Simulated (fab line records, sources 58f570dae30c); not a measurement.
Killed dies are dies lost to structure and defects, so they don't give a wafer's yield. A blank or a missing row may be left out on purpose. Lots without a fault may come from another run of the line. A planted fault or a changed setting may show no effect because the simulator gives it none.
Problem report in the 8D (eight disciplines) form, filled by code | flow berkeley_cmos170 | the parts of the form that need people (team, actions taken, sign-off) are left out

1. THE PROBLEM
M3_OVL at UCB170_M3_OVL_MEAS_16 reads a mean of 87 nm on 6 wafers of 2 lots; wafers without a fault read 0 nm with a standard deviation of 5.4. That is +16 standard deviations from the usual mean.
First seen on wafer L358.2, day 9 18:42, on overlay-01. The record holds 30 wafers of 10 lots with a number at this step. Rule for "out", or "out of limits": more than 4 standard deviations from the usual mean. The other wafers with a number count as sound.

2. WHAT IT IS AND WHAT IT IS NOT
question                    | is                     | is not
which readings at this step | M3_OVL                 | -
which lots                  | L358, L362             | L355, L356, L357, L359, L360, L364, L374, L375
which wafers of those lots  | all that have a number | -
read on which gauges        | overlay-01             | overlay-02
when                        | from day 9 18:42       | up to then (12 sound wafers); but 12 sound wafers of L360, L364, L374, L375 came after

3. SUSPECTS, AND WHAT RULES EACH OUT
Counting: a tool at a process step up to the reading stays a suspect if it ran every lot that is out and no sound lot after the first of them.
- the gauge at UCB170_M3_OVL_MEAS_16: kept. All the wafers that are out were read on overlay-01, and no step on other tools shows them out.
- plasma_asher-01 at UCB170_CONTACT_STRIP_06 (strips in O2): ruled out as a lasting fault. Sound lots L364 ran on it after its first lot that is out, L358 (day 9 00:14).
- krf_scanner-02 at UCB170_M3_EXPOSE_12 (exposes mask METAL3, target cd 700 nm): kept. It ran every lot that is out, first L358 (day 9 17:54), and no sound lot after that; its last sound lot up to then is L357 (day 9 15:25).
Left after counting: krf_scanner-02 at UCB170_M3_EXPOSE_12, overlay-01 at UCB170_M3_OVL_MEAS_16.

4. THE CAUSE (what the simulator had put in)
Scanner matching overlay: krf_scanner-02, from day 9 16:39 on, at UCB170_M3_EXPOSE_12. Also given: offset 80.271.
Counting left 2 suspects, and this tool is among them.

5. THE CHAIN OF EFFECTS, in route order
Each row: a reading whose mean over the struck wafers that have a number lies more than 3 standard deviations from the usual. Only readings for which the record gives a usual standard deviation are gone through. hours: the time from each lot's start at the first step in this table that gives one to its start at this step, as a median over the lots. sigmas: the change in usual standard deviations.
hours | step                  | reading | usual | on struck wafers | change | sigmas
0     | UCB170_M3_OVL_MEAS_16 | M3_OVL  | 0 nm  | 87               | +87    | +16

6. WHAT WOULD HAVE CAUGHT IT SOONER
In this record the first reading out of limits at a measuring or inspecting step was taken at day 9 18:42, 2 hours after the fault began at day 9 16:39.
Of the tool readings at UCB170_M3_EXPOSE_12 for which the record gives a usual standard deviation, none was out on any struck wafer, so an alarm limit of 4 standard deviations on them would not have fired.
Of the lots that are out (2), L362 began UCB170_M3_EXPOSE_12 on krf_scanner-02 after day 9 18:42. A hold on the tool at that time would have spared it.
